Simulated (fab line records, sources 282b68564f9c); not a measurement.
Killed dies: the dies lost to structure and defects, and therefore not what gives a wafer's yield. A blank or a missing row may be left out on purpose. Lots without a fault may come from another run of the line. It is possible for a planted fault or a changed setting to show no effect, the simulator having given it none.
One fault through the eyes of 2 desks + flow ritCmos + what lay behind the numbers comes last; until then each desk has only its own

== THE TOOL OWNER'S DESK: implanter-03 ==
RIT_PLDD_IMPLANT_08, tool's own readings: per-lot mean of the sampled wafers with a number, covering each lot this tool ran. Any lot whose mean is over 4 standard deviations away from the usual mean is out of limits and marked OUT; that distance is given in the brackets.
Columns: A = beamEnergyKeV at RIT_PLDD_IMPLANT_08, usual 20.000; B = faradayCurrentUA at RIT_PLDD_IMPLANT_08, usual 2789
| lot  | first seen here | A                        | B    |
|------|-----------------|--------------------------|------|
| L891 | day 4 03:31     | 19.997                   | 2822 |
| L893 | day 4 11:19     | 19.997                   | 2823 |
| L894 | day 4 15:04     | 20.000                   | 2828 |
| L898 | day 5 16:17     | 20.003                   | 2769 |
| L903 | day 6 16:09     | 18.399 (-99 or more) OUT | 2797 |
| L905 | day 7 02:06     | 18.396 (-99 or more) OUT | 2817 |
| L907 | day 7 09:35     | 18.398 (-99 or more) OUT | 2800 |
This desk's verdict: out of limits on L903, L905, L907, starting with L903 at day 6 16:09 (beamEnergyKeV at RIT_PLDD_IMPLANT_08). L891, L893, L894, L898 stayed within limits.

== METROLOGY DESK ==
Means of the sampled wafers that have a number, per lot and without regard to the tool the lot ran on: this is what the gauges read. Any lot whose mean is over 4 standard deviations away from the usual mean is out of limits and marked OUT; that distance is given in the brackets.
Columns: A = PLDD_TW at RIT_PLDD_TW_MEAS_10, usual 2348; B = PLDD_RS at RIT_SDANNEAL_RS_MEAS_06, usual 179.5 ohm/sq
| lot  | first seen here | A               | B                |
|------|-----------------|-----------------|------------------|
| L886 | day 3 04:40     | 2337            | 178.6            |
| L888 | day 3 12:58     | 2382            | 179.3            |
| L889 | day 3 20:00     | 2342            | 178.6            |
| L891 | day 4 03:49     | 2358            | 179.1            |
| L893 | day 4 11:38     | 2338            | 179.0            |
| L892 | day 4 11:46     | 2354            | 180.9            |
| L894 | day 4 15:22     | 2340            | 179.5            |
| L897 | day 5 09:26     | 2336            | 179.2            |
| L898 | day 5 16:35     | 2359            | 179.5            |
| L903 | day 6 16:28     | 2298            | 184.5 (+7.1) OUT |
| L905 | day 7 02:25     | 2291 (-4.1) OUT | 186.1 (+9.5) OUT |
| L906 | day 7 05:12     | 2356            | 180.7            |
| L907 | day 7 09:55     | 2290 (-4.1) OUT | 185.8 (+9.0) OUT |
| L908 | day 7 14:50     | 2351            | 179.4            |
| L909 | day 7 20:39     | 2344            | 179.0            |
Per this desk, out of limits: L903, L905, L907; the first was L903, day 6 22:35 (PLDD_RS at RIT_SDANNEAL_RS_MEAS_06). L886, L888, L889, L891, L893, L892, L894, L897, L898, L906, L908, L909 stayed within limits.

== PUT TOGETHER ==
An alarm could have come from the tool owner's desk at day 6 16:09, on L903, L905, L907.
On L903, L905, L907, the metrology desk was in a position to raise an alarm at day 6 22:35.
Of the lots named, all ran RIT_PLDD_IMPLANT_08 on implanter-03.

== WHAT THE SIMULATOR PUT IN ==
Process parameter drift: implanter-03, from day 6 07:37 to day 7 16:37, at RIT_PLDD_IMPLANT_08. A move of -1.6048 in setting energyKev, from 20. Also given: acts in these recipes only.
Struck lots among those shown: L903, L905, L907.
Fault start to first reading out of limits, in hours, per desk: tool owner, 9; metrology, 15.
